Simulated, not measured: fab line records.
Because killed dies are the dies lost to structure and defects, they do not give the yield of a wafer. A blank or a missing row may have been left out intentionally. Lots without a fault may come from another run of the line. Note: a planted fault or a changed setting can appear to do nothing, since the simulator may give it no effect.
8D (eight disciplines) problem report, filled in by code || flow berkeley_cmos170 || the parts of the form that need people (team, actions taken, sign-off) are left out

## 1. WHAT WENT WRONG
Mean M1_AL_RS at UCB170_M1_RS_MEAS_01: 0.0911 ohm/sq over 5 wafers in 2 lots; fault-free wafers: 0.0485 ohm/sq, standard deviation 0.00055. Measured from the usual mean, that is +77 standard deviations.
The step: measures by four-point-probe.
First seen on wafer L440.5, day 7 20:56, on film_metro-03. Wafers with a number at this step in the record: 41, from 14 lots. The rule behind "out" and "out of limits": a value lying over 4 standard deviations away from the usual mean. Any other wafer with a number is counted as sound.

## 2. WHAT IT IS, WHAT IT ISN'T
{"question": "which readings at this step", "is": "M1_AL_RS", "is not": "-"}
{"question": "which lots", "is": "L440, L443", "is not": "L434, L435, L436, L437, L438, L449, L450, L451, L452, L453, L455, L457"}
{"question": "which wafers of those lots", "is": "all that have a number", "is not": "-"}
{"question": "read on which gauges", "is": "film_metro-02, film_metro-03", "is not": "film_metro-04"}
{"question": "when", "is": "from day 7 20:56", "is not": "up to then (15 sound wafers); but 21 sound wafers of L449, L450, L451, L452, L453, L455, L457 came after"}

## 3. WHAT RULES OUT EACH SUSPECT
Counting: any tool at a process step up to the reading is kept as a suspect provided that every lot that is out went through it and no sound lot did after the first of them.
- the gauge at UCB170_M1_RS_MEAS_01: ruled out. The wafers that are out were read on 2 gauges (film_metro-02, film_metro-03).
- pvd_sputter-03 at UCB170_M1_SPUTTER_00 (material Al, target thk 600 nm, time 80 s): kept. All lots that are out passed through it, beginning with L440 at day 7 20:50, and no sound lot followed; its final sound lot before that point was L438 at day 7 13:30.
Remaining after the count: pvd_sputter-03 at UCB170_M1_SPUTTER_00.

## 4. THE CAUSE (what the simulator had put in)
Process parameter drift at UCB170_M1_SPUTTER_00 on pvd_sputter-03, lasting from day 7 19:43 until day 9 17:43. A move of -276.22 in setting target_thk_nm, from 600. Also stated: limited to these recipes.
The count eliminated every tool but this one.

## 5. THE EFFECT CHAIN, in route order
One row per reading whose mean, taken over the struck wafers that have a number, lies over 3 standard deviations from the usual. Only readings for which the record gives a usual standard deviation are gone through. hours: the time from each lot's start at the first step in this table that gives one to its start at this step, as a median over the lots. sigmas: the change in usual standard deviations.
{"hours": 0, "step": "UCB170_M1_RS_MEAS_01", "reading": "M1_AL_RS", "usual": "0.0485 ohm/sq", "on struck wafers": 0.0911, "change": "+0.0426", "sigmas": "+77"}
{"hours": 0, "step": "UCB170_M1_THK_MEAS_02", "reading": "M1_AL_THK", "usual": "592 nm", "on struck wafers": 319, "change": -273, "sigmas": -37}
{"hours": 1, "step": "UCB170_M1_METAL_ETCH_12", "reading": "oes_product_au", "usual": "0.859 a.u.", "on struck wafers": 0.642, "change": -0.217, "sigmas": -24}
Process steps it contains:
- UCB170_M1_METAL_ETCH_12: etches Al in Cl2/BCl3, stops on PSG, target depth 780 nm, time 130 s.

## 6. WHAT WOULD HAVE CAUGHT IT SOONER
In this record the first reading out of limits at a measuring or inspecting step was taken at day 7 20:56, 1 hour after the fault began at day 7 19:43.
An alarm limit of 4 standard deviations would not have fired on the tool readings at UCB170_M1_SPUTTER_00 for which the record gives a usual standard deviation, since none of them was out on any struck wafer.
L443, from the lots that are out (2), started UCB170_M1_SPUTTER_00 on pvd_sputter-03 later than day 7 20:56. A hold on the tool at that time would have spared it.
